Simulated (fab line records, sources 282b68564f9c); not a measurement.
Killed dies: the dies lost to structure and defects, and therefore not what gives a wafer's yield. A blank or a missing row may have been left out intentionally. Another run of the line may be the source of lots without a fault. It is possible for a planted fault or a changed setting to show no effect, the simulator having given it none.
fab line records	flow rit_cmos
record lots=5	wafers=15	last_day=8
route steps=202 shown SILICIDE@161 CONTACT@168 M1@202
lots with no fault: from the same line, run without faults
start_h: hours from the record's first day to the start of the lot's first wafer shown	wait_h: hours from the lot's prior step to this one	" identical to the entry in the row above	L1.1+2: one row covering several wafers at once	- either no value or no given start	* or withheld: withheld	< > ~ a bound
route shown NAME@n: NAME is a module with steps in the file, n the number in the route of the first one	usual: mean and standard deviation over wafers with no fault	same: alike in all rows	chamber/n: place in a boat	sites: the reading at each site	_std_site: standard deviation of those values	_edge_site: inner sites' mean taken away from outer sites' mean	radius_mm: for every site, how far away it sits from the centre of the wafer	mask NAME#n: copy n	behind: the most recent tool/chamber to have shaped the wafer	hold: reason for holding the lot/hours on hold/outcome of the hold	device: which transistor (n, p or np) failed to switch	end of line: at the end of the route, the tests of the same wafers	a step without rows: its recipe alone	killed: dies lost to structure and defects at the first sort, not the wafer's yield	map: per-die view of a wafer (x killed, . not killed, _ where there is no die)
set.NAME: the setting the step ran with; set.NAME@STEP: the setting that earlier step ran with	model.NAME: the simulator's own value behind a step, which no gauge read
certain route steps with their lots: each step a table, each wafer a row
services: when a tool's chamber went out of use (start_h, in hours from the record's first day, below 0 if earlier), for how many hours, and the reason
## steps
# step RIT_SILICIDE_WET_ETCH_00
# recipe chemistry=BOE	target=SiO2	target_depth_nm=14	time_s=15	dry=n2_spin	dilution=10:1	temp_c=21.5
# step RIT_SILICIDE_SPUTTER_01
# recipe material=Ti	target_thk_nm=30	power_w=350	chamber_pressure_pa=0.667	gas=Ar	time_s=240	substrate_temp_c=25
# usual throttle_valve_pct=30.0/1.1
lot.wafer	tool	chamber	start_h	wait_h	throttle_valve_pct
L981.3	pvd_sputter-01	-	86.36	0.0	31.1
L981.4	"	-	"	"	29.0
L981.5	"	-	"	"	29.2
L986.1	pvd_sputter-03	-	112.44	0.0	29.3
L986.4	"	-	"	"	29.2
L986.5	"	-	"	"	29.4
L992.1	pvd_sputter-01	-	148.34	0.0	31.4
L992.3	"	-	"	"	29.1
L992.6	"	-	"	"	30.7
L995.1	pvd_sputter-01	-	166.35	0.0	28.8
L995.2	"	-	"	"	27.9
L995.6	"	-	"	"	31.1
L997.3	pvd_sputter-03	-	184.40	0.0	30.4
L997.4	"	-	"	"	29.1
L997.5	"	-	"	"	29.7
# step RIT_SILICIDE_RS_MEAS_02
# recipe thk_meas_gauge=four-point-probe	reads=Ti_of_SILICIDE_SPUTTER_01
# usual SILICIDE_TI_RS=47.6/0.67
lot.wafer	tool	chamber	start_h	wait_h	SILICIDE_TI_RS[ohm/sq]
L981.3	film_metro-01	-	86.55	0.1	47.1
L981.4	"	-	"	"	47.2
L981.5	"	-	"	"	47.5
L986.1	film_metro-04	-	112.59	0.1	45.6
L986.4	"	-	"	"	47.1
L986.5	"	-	"	"	47.3
L992.1	film_metro-04	-	148.49	0.1	47.7
L992.3	"	-	"	"	47.7
L992.6	"	-	"	"	47.7
L995.1	film_metro-02	-	166.50	0.1	47.1
L995.2	"	-	"	"	47.9
L995.6	"	-	"	"	47.1
L997.3	film_metro-04	-	184.59	0.1	47.1
L997.4	"	-	"	"	46.3
L997.5	"	-	"	"	46.8
# step RIT_SILICIDE_THK_MEAS_03
# recipe thk_meas_gauge=xrf	reads=Ti_of_SILICIDE_SPUTTER_01
# usual SILICIDE_TI_THK=30.3/0.36
lot.wafer	tool	chamber	start_h	wait_h	SILICIDE_TI_THK[nm]
L981.3	film_metro-01	-	86.65	0.1	30.6
L981.4	"	-	"	"	30.6
L981.5	"	-	"	"	30.6
L986.1	film_metro-04	-	112.71	0.1	31.3
L986.4	"	-	"	"	30.4
L986.5	"	-	"	"	30.4
L992.1	film_metro-04	-	148.61	0.1	30.3
L992.3	"	-	"	"	30.1
L992.6	"	-	"	"	30.2
L995.1	film_metro-02	-	166.62	0.1	30.4
L995.2	"	-	"	"	30.2
L995.6	"	-	"	"	30.5
L997.3	film_metro-04	-	184.69	0.1	30.5
L997.4	"	-	"	"	30.8
L997.5	"	-	"	"	30.7
# step RIT_SILICIDE_RTA_04
# recipe temp_c=650	time_s=10	idle_temp_c=25	ramp_up_s=5	ramp_down_s=5	cool_to_c=25	ambient=N2
# usual anneal_temp_c_max=653.5/1.6	wafer_temp_C_max=653.4/0.84
lot.wafer	tool	chamber	start_h	wait_h	anneal_temp_c_max	wafer_temp_C_max
L981.3	rtp_anneal-02	0	86.71	0.1	652.0	652.2
L981.4	"	0	"	"	652.4	653.4
L981.5	"	0	"	"	651.5	652.4
L986.1	rtp_anneal-01	0	112.77	0.1	658.5	654.2
L986.4	"	0	"	"	654.7	653.3
L986.5	"	0	"	"	654.2	653.8
L992.1	rtp_anneal-02	0	148.67	0.1	651.9	652.8
L992.3	"	0	"	"	652.6	652.2
L992.6	"	0	"	"	651.8	652.8
L995.1	rtp_anneal-02	0	166.68	0.1	652.5	654.3
L995.2	"	0	"	"	652.6	652.9
L995.6	"	0	"	"	652.1	653.1
L997.3	rtp_anneal-01	0	184.75	0.1	653.7	654.8
L997.4	"	0	"	"	653.4	653.4
L997.5	"	0	"	"	654.9	653.9
# step RIT_SILICIDE_WET_ETCH_05
# recipe chemistry=SPM	target=Ti	temp_c=90	time_s=120	dry=n2_spin
# step RIT_SILICIDE_RTA_06
# recipe temp_c=750	time_s=10	idle_temp_c=25	ramp_up_s=5	ramp_down_s=10	cool_to_c=25	ambient=N2
# usual anneal_temp_c_max=753.9/1.6	wafer_temp_C_max=754.0/0.9
lot.wafer	tool	chamber	start_h	wait_h	anneal_temp_c_max	wafer_temp_C_max
L981.3	rtp_anneal-01	0	86.82	0.0	756.1	754.2
L981.4	"	0	"	"	754.9	756.0
L981.5	"	0	"	"	754.9	754.3
L986.1	rtp_anneal-02	0	112.88	0.0	752.5	753.8
L986.4	"	0	"	"	752.9	753.7
L986.5	"	0	"	"	751.6	754.0
L992.1	rtp_anneal-01	0	148.77	0.0	755.3	754.2
L992.3	"	0	"	"	754.4	754.1
L992.6	"	0	"	"	755.9	755.9
L995.1	rtp_anneal-01	0	166.79	0.0	755.1	754.2
L995.2	"	0	"	"	755.5	754.6
L995.6	"	0	"	"	755.6	753.4
L997.3	rtp_anneal-02	0	184.86	0.0	752.2	753.7
L997.4	"	0	"	"	752.4	753.5
L997.5	"	0	"	"	752.1	752.7
# step RIT_CONTACT_CVD_00
# recipe material=SiO2	target_thk_nm=400	precursor=TEOS	temp_c=390	time_s=61	rf_w=400
# usual heater_power_w=341/55
lot.wafer	tool	chamber	start_h	wait_h	heater_power_w
L981.3	pecvd-03	0	86.86	0.0	321
L981.4	"	2	"	"	341
L981.5	"	1	"	"	387
L986.1	pecvd-02	1	112.94	0.1	294
L986.4	"	1	"	"	314
L986.5	"	0	"	"	272
L992.1	pecvd-04	2	148.84	0.1	406
L992.3	"	0	"	"	401
L992.6	"	1	"	"	401
L995.1	pecvd-02	2	166.85	0.1	434
L995.2	"	1	"	"	310
L995.6	"	1	"	"	230
L997.3	pecvd-02	0	184.90	0.0	245
L997.4	"	2	"	"	432
L997.5	"	0	"	"	267
# step RIT_CONTACT_THK_MEAS_01
# recipe reads=SiO2_of_CONTACT_CVD_00
# usual CONTACT_TEOS_THK=399/7.1
lot.wafer	tool	chamber	start_h	wait_h	CONTACT_TEOS_THK[nm]
L981.3	film_metro-04	-	86.93	0.0	407
L981.4	"	-	"	"	399
L981.5	"	-	"	"	401
L986.1	film_metro-02	-	112.99	0.0	400
L986.4	"	-	"	"	408
L986.5	"	-	"	"	408
L992.1	film_metro-03	-	148.89	0.0	394
L992.3	"	-	"	"	397
L992.6	"	-	"	"	396
L995.1	film_metro-04	-	166.90	0.0	414
L995.2	"	-	"	"	401
L995.6	"	-	"	"	410
L997.3	film_metro-02	-	184.97	0.0	400
L997.4	"	-	"	"	405
L997.5	"	-	"	"	404
# step RIT_CONTACT_HMDS_02
# recipe prime_time_s=60	prime_temp_c=140
# step RIT_CONTACT_COAT_03
# recipe resist=NOVOLAK	spin_rpm=3250	resist_thk_nm=1000
# step RIT_CONTACT_SOFTBAKE_04
# recipe resist=NOVOLAK	temp_c=90	time_s=60
# step RIT_CONTACT_EXPOSE_05
# recipe mask_id=M11	na=0.6	source_shape=conventional	sigma_outer=0.5	target_cd_nm=1000	dose_mj=250
# usual exposure_dose_mJ_cm2=249.95/0.26
lot.wafer	tool	chamber	start_h	wait_h	mask	exposure_dose_mJ_cm2
L981.3	iline_stepper-01	0	87.46	0.1	M11#0	250.15
L981.4	"	0	"	"	M11#0	250.07
L981.5	"	0	"	"	M11#0	250.47
L986.1	iline_stepper-01	0	113.63	0.2	M11_R1#0	249.81
L986.4	"	0	"	"	M11_R1#0	250.02
L986.5	"	0	"	"	M11_R1#0	250.13
L992.1	iline_stepper-02	0	149.40	0.1	M11#0	250.13
L992.3	"	0	"	"	M11#0	249.68
L992.6	"	0	"	"	M11#0	249.92
L995.1	iline_stepper-01	0	167.54	0.2	M11#0	249.98
L995.2	"	0	"	"	M11#0	249.67
L995.6	"	0	"	"	M11#0	249.65
L997.3	iline_stepper-02	0	185.62	0.2	M11#0	249.50
L997.4	"	0	"	"	M11#0	249.80
L997.5	"	0	"	"	M11#0	249.79
# step RIT_CONTACT_PEB_06
# recipe resist=NOVOLAK	temp_c=withheld	time_s=withheld
# step RIT_CONTACT_DEVELOP_07
# recipe resist=NOVOLAK	develop_time_s=120	dev_temp_c=23
# step RIT_CONTACT_CD_MEAS_08
# recipe target_cd_nm=1000
# usual cd_nm=999.8/2.1
lot.wafer	tool	chamber	start_h	wait_h	cd_nm
L981.3	cd_sem-01	-	87.98	-	999.8
L981.4	"	-	"	"	1000.4
L981.5	"	-	"	"	998.5
L986.1	cd_sem-01	-	114.15	-	1151.6
L986.4	"	-	"	"	1150.9
L986.5	"	-	"	"	1149.9
L992.1	cd_sem-02	-	149.92	-	999.0
L992.3	"	-	"	"	999.2
L992.6	"	-	"	"	997.4
L995.1	cd_sem-02	-	168.06	-	996.0
L995.2	"	-	"	"	998.5
L995.6	"	-	"	"	997.6
L997.3	cd_sem-02	-	186.35	-	997.5
L997.4	"	-	"	"	996.0
L997.5	"	-	"	"	996.3
# step RIT_CONTACT_OVL_MEAS_09
# usual CONTACT_OVL=-0.4/1.2
lot.wafer	tool	chamber	start_h	wait_h	CONTACT_OVL[nm]
L981.3	overlay-01	-	88.07	0.1	-1.3
L981.4	"	-	"	"	-0.7
L981.5	"	-	"	"	-0.4
L986.1	overlay-02	-	114.27	0.1	-0.2
L986.4	"	-	"	"	-0.8
L986.5	"	-	"	"	-1.4
L992.1	overlay-02	-	150.04	0.1	0.6
L992.3	"	-	"	"	-0.3
L992.6	"	-	"	"	0.3
L995.1	overlay-01	-	168.18	0.1	-0.9
L995.2	"	-	"	"	0.3
L995.6	"	-	"	"	0.2
L997.3	overlay-02	-	186.44	0.1	1.6
L997.4	"	-	"	"	1.3
L997.5	"	-	"	"	1.1
# step RIT_CONTACT_HARDBAKE_10
# recipe resist=NOVOLAK	temp_c=140	time_s=60
# step RIT_CONTACT_ETCH_11
# recipe target_depth_a=4800	over_etch_frac=0.2	stop_on=TiSi2	chemistry=CHF3/CF4/Ar	target=SiO2	CHF3_flow_sccm=50	cf4_flow_sccm=10	Ar_flow_sccm=100	O2_flow_sccm=5	pressure_mtorr=100	rf_w=200	time_s=320
# usual chamber_pressure_mTorr=99.99/0.091	drypump_motor_current_A=5.7/0.35	oes_product_au=0.991/0.014	throttle_valve_pct=8.93/0.14
lot.wafer	tool	chamber	start_h	wait_h	chamber_pressure_mTorr	drypump_motor_current_A	oes_product_au	rf_hours_counter_h	throttle_valve_pct	model.CONTACT.cd_nm
L981.3	rie_diel-01	1	88.25	0.1	100.08	5.8	0.991	3	8.69	999.9
L981.4	"	2	"	"	99.95	6.0	0.960	103	9.05	1000
L981.5	"	3	"	"	99.91	5.3	0.992	-	8.95	998
L986.1	rie_diel-04	2	114.45	0.1	100.09	6.0	0.980	2	9.00	1150
L986.4	"	1	"	"	99.84	5.9	0.999	9	9.00	1151
L986.5	"	2	"	"	100.08	6.0	0.985	-	8.98	1149
L992.1	rie_diel-02	3	150.22	0.1	100.04	5.6	0.986	44	9.16	998.9
L992.3	"	0	"	"	99.76	5.0	1.020	148	8.81	999.6
L992.6	"	0	"	"	100.06	5.0	1.015	-	8.79	998.1
L995.1	rie_diel-02	2	168.36	0.1	100.18	5.6	0.997	7	8.81	996.2
L995.2	"	3	"	"	99.93	5.6	0.989	44	9.16	997.8
L995.6	"	1	"	"	100.00	6.1	0.998	-	8.87	997.6
L997.3	rie_diel-01	1	186.62	0.1	100.04	5.8	0.993	4	8.69	997.2
L997.4	"	1	"	"	100.10	5.8	0.993	-	8.70	995.7
L997.5	"	3	"	"	100.04	5.3	0.995	-	8.95	996.2
# step RIT_CONTACT_STRIP_12
# recipe chemistry=O2	time_s=180	resist=NOVOLAK	platen_temp_c=withheld	power_w=500	pressure_mtorr=4000	o2_flow_sccm=4000
# usual chamber_pressure_mTorr=4000/3.6	drypump_motor_current_A=5.5/0.49
lot.wafer	tool	chamber	start_h	wait_h	chamber_pressure_mTorr	drypump_motor_current_A	rf_hours_counter_h
L981.3	plasma_asher-03	1	88.50	0.2	4000	5.3	-
L981.4	"	0	"	"	3997	5.8	-
L981.5	"	1	"	"	4002	5.3	-
L986.1	plasma_asher-03	0	114.65	0.1	4003	5.8	32
L986.4	"	0	"	"	3994	5.7	-
L986.5	"	1	"	"	3999	5.2	-
L992.1	plasma_asher-01	1	150.42	0.1	4001	4.9	42
L992.3	"	1	"	"	4001	4.9	-
L992.6	"	1	"	"	3992	4.9	-
L995.1	plasma_asher-02	1	168.56	0.1	3998	5.9	5
L995.2	"	0	"	"	4000	6.5	5
L995.6	"	1	"	"	3994	5.9	-
L997.3	plasma_asher-01	0	186.87	0.2	3992	5.3	-
L997.4	"	1	"	"	3998	4.9	-
L997.5	"	0	"	"	4004	5.3	-
# step RIT_M1_PROBE_99
# usual killed_at_contacts=0.1/0.27	killed_at_front_end=7/3.1	killed_dies=7/3.2	killed_on_rim=1.8/1.4	killed_open=3.8/2.1	killed_short=3.6/2
# same gross_dies=264	killed_at_M0_to_M3=0	killed_at_M4_up=0	killed_at_back_side=0	killed_at_other=0
lot.wafer	tool	chamber	start_h	wait_h	killed_at_contacts	killed_at_front_end	killed_dies	killed_on_rim	killed_open	killed_short	model.etest.contact_to_gate.bv_right_v	model.etest.contact_to_gate.bv_left_v	model.etest.contact_ppoly.rc_ohm	model.etest.contact_pplus.rc_ohm	model.etest.contact_nplus.rc_ohm	model.etest.contact_npoly.rc_ohm
L981.3	prober-01	-	93.59	0.2	0	4	4	2	2	2	91.29	86.92	1.367	1.394	1.375	1.4
L981.4	prober-01	-	93.64	0.2	0	5	5	2	2	3	91.16	88.73	1.373	1.372	1.37	1.367
L981.5	prober-01	-	93.69	0.2	0	5	5	3	3	2	90.53	89.83	1.381	1.372	1.354	1.331
L986.1	prober-02	-	119.58	0.1	57	4	61	30	2	2	51.2	51.45	1.295	1.291	1.31	1.246
L986.4	prober-02	-	119.73	0.2	52	3	55	28	3	0	48.81	52.5	1.33	1.336	1.23	1.302
L986.5	prober-02	-	119.78	0.2	56	3	59	30	1	2	55.41	52.91	1.352	1.25	1.308	1.292
L992.1	prober-01	-	155.08	0.1	0	10	10	4	4	6	90.13	92.85	1.367	1.37	1.355	1.308
L992.3	prober-01	-	155.18	0.2	0	4	4	1	2	2	89.73	91.69	1.389	1.412	1.366	1.364
L992.6	prober-01	-	155.33	0.2	0	8	8	1	2	6	91.19	89.98	1.333	1.361	1.376	1.407
L995.1	prober-01	-	174.50	0.1	0	8	8	3	6	2	90.47	91.02	1.418	1.376	1.383	1.395
L995.2	prober-01	-	174.55	0.1	0	8	8	3	5	3	92.11	91.16	1.389	1.376	1.404	1.379
L995.6	prober-01	-	174.75	0.2	0	8	8	0	3	5	90.81	90.97	1.415	1.366	1.366	1.355
L997.3	prober-02	-	192.60	0.2	0	4	4	1	4	0	92.45	91.89	1.373	1.369	1.35	1.351
L997.4	prober-02	-	192.65	0.2	0	5	5	2	2	3	89.7	88.5	1.342	1.394	1.349	1.329
L997.5	prober-02	-	192.70	0.2	0	7	7	3	5	2	88.2	90.48	1.372	1.375	1.352	1.352
# killed by level:class
L981.3 FOX1:geometric_particle:open=2 GATE:geometric_particle:short=2
L981.4 FOX1:geometric_particle:short=2 FOX2:geometric_particle:open=1 REOX:geometric_particle:open=1 REOX:geometric_particle:short=1
L981.5 GATE:geometric_particle:open=2 FOX1:geometric_particle:short=1 GATE:geometric_particle:short=1 SPACER:geometric_particle:open=1
L986.1 CONTACT:area_expose=57 GATE:geometric_particle:open=2 SPACER:geometric_particle:short=2
L986.4 CONTACT:area_expose=52 GATE:geometric_particle:open=2 FOX1:geometric_particle:open=1
L986.5 CONTACT:area_expose=56 GATE:geometric_particle:short=1 SPACER:geometric_particle:short=1 SILICIDE:geometric_particle:open=1
L992.1 GATE:geometric_particle:open=3 GATE:geometric_particle:short=2 SILICIDE:geometric_particle:short=2 FOX1:geometric_particle:short=1 REOX:geometric_particle:short=1 SILICIDE:geometric_particle:open=1
L992.3 SILICIDE:geometric_particle:short=2 FOX1:geometric_particle:open=1 SPACER:geometric_particle:open=1
L992.6 REOX:geometric_particle:short=3 GATE:geometric_particle:short=1 GATE:geometric_particle:open=1 REOX:geometric_particle:open=1 SPACER:geometric_particle:short=1 SILICIDE:geometric_particle:short=1
L995.1 FOX1:geometric_particle:open=3 GATE:geometric_particle:open=2 FOX1:geometric_particle:short=1 GATE:geometric_particle:short=1 SILICIDE:geometric_particle:open=1
L995.2 GATE:geometric_particle:open=3 REOX:geometric_particle:short=2 SILICIDE:geometric_particle:open=2 GATE:geometric_particle:short=1
L995.6 GATE:geometric_particle:open=2 SPACER:geometric_particle:short=2 FOX1:geometric_particle:short=1 FOX2:geometric_particle:short=1 SPACER:geometric_particle:open=1 SILICIDE:geometric_particle:short=1
L997.3 GATE:geometric_particle:open=3 SPACER:geometric_particle:open=1
L997.4 GATE:geometric_particle:short=2 FOX1:geometric_particle:short=1 GATE:geometric_particle:open=1 REOX:geometric_particle:open=1
L997.5 FOX1:geometric_particle:open=2 GATE:geometric_particle:open=2 FOX2:geometric_particle:short=1 FOX2:geometric_particle:open=1 GATE:geometric_particle:short=1
# map L986.1 (x killed, . not)
________.x....._______
_____.............____
____...............___
___.................__
__x..x.............x._
__.....x....x........_
_.x.............x.....
_xxxx.................
_xx...........x.......
_...x.x..x.....x....x.
__xxx.x..x......x...._
__xx.x.........x....._
___xxx...x.x.......x__
____xx..xxx...xxxx.___
_____xxxx.xx..xxxx____
________xxx.xxx_______
# map L995.1 (x killed, . not)
________......._______
_____.............____
____...............___
___.................__
__..................._
__..........x........_
_.....................
_.....................
_..x.......x..........
_.....................
__..................._
__.....x............._
___......x..........__
____...............___
_____...x........x____
________..x...._______
## services
tool	chamber	start_h	hours	kind
pecvd-02	0	65.73	2.9	repair
rie_diel-02	-	65.82	14.6	pm
rie_diel-04	2	67.37	2.4	repair
pecvd-04	0	69.67	4.5	repair
iline_stepper-01	-	73.14	2.1	pm
iline_stepper-01	-	75.23	-	consumable_replace:lamp
plasma_asher-02	-	108.75	9.0	pm
plasma_asher-02	0	108.75	9.0	vent_cycle
plasma_asher-02	1	108.75	9.0	vent_cycle
pvd_sputter-03	-	113.26	11.7	repair
plasma_asher-02	0	117.75	-	clean
iline_stepper-02	-	120.50	3.4	repair
rie_diel-01	1	132.79	2.2	repair
rie_diel-01	-	136.51	0.1	repair
iline_stepper-01	-	140.96	1.7	pm
rie_diel-02	0	156.97	3.9	repair
rie_diel-01	3	162.46	1.8	repair
rie_diel-02	0	163.51	-	clean
rie_diel-02	0	163.51	22.0	scheduled_down
rie_diel-02	0	163.51	22.0	vent_cycle
rie_diel-02	2	170.87	18.4	repair
rie_diel-04	-	175.47	0.4	repair
plasma_asher-02	-	180.85	0.5	repair
pecvd-03	-	182.69	5.5	pm
## key
first_sign step=RIT_CONTACT_EXPOSE_05	reading=mask	direction=changed
effect step=RIT_CONTACT_CD_MEAS_08	reading=cd_nm	direction=up	sigmas=71	usual=999.8	struck=1150.8
effect step=RIT_M1_PROBE_99	reading=killed_at_contacts	direction=up	sigmas=55	usual=0.1	struck=55
model_effect step=RIT_CONTACT_ETCH_11	value=CONTACT.cd_nm	without=1000	struck=1150
model_effect step=RIT_M1_PROBE_99	value=etest.contact_to_gate.bv_right_v	without=89.3	struck=51.8
more_kills_born_at RIT_CONTACT_EXPOSE_05@iline_stepper-01=165
met_at RIT_CONTACT_EXPOSE_05
struck_wafers L986.1,L986.4,L986.5
tester_left_out L986
onset_between 87.46 113.63
fault kind=wrong_mask	tool=any	chamber=-	onset_h=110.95	steps=RIT_CONTACT_EXPOSE_05	aux_copy=M11_R1#0	cd_offset_nm=150	scope=struck_lots_only
# tester_left_out: of these lots the tester's yield and bins aren't shown, on N5 and GAA mostly nor the transistor test; their killed dies are dies lost to structure and defects alone, not to doping, threshold or leakage, so they don't give the yield
